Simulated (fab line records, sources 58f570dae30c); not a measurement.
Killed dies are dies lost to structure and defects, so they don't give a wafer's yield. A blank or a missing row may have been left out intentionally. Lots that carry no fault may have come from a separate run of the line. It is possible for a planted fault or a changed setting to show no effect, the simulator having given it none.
Matching of chambers -- flow berkeley_cmos170 -- UCB170_V1_CVD_00 on pecvd-02 has 3 sister chambers
The step deposits SiO2 from TEOS/O2, target thk 2000 nm, time 250 s. 3 wafers are shown with their chamber, then 7 later ones without.

WAFERS WITH THEIR CHAMBER
wafer,chamber,heater_power_w (W)
L927.6,0,219
L929.1,2,324
L929.2,1,228

WAFERS WITH NO CHAMBER GIVEN
wafer,heater_power_w (W)
L929.5,239
L930.2,252
L930.3,228
L930.5,163
L933.3,301
L933.4,166
L933.6,230

EACH ONE'S CHAMBER
wafer,from the rows above,in truth
L929.5,can't be placed: 1 or 0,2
L930.2,can't be placed: 1 or 0 or 2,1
L930.3,can't be placed: 1 or 0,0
L930.5,can't be placed: 0 or 1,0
L933.3,can't be placed: 2 or 1 or 0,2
L933.4,can't be placed: 0 or 1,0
L933.6,can't be placed: 1 or 0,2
Correctly placed: 0 of 7. Unplaceable from these rows: 7, with the true chamber sitting among the candidates in 5. Placed wrongly: 0.
How it was worked out, from the rows above alone: a wafer's distance from a chamber is the root of the sum, over the readings, of the square of ((its reading less the chamber's mean) divided by the reading's scatter). If the next closest chamber is less than 2 further off than the closest, the wafer can't be placed; otherwise it belongs to the closest. For every chamber, the mean is computed from those of its wafers that are shown. The scatter (one wafer shown for each chamber): square how far every hidden wafer sits from the nearest shown wafer, average those squares and take the square root.
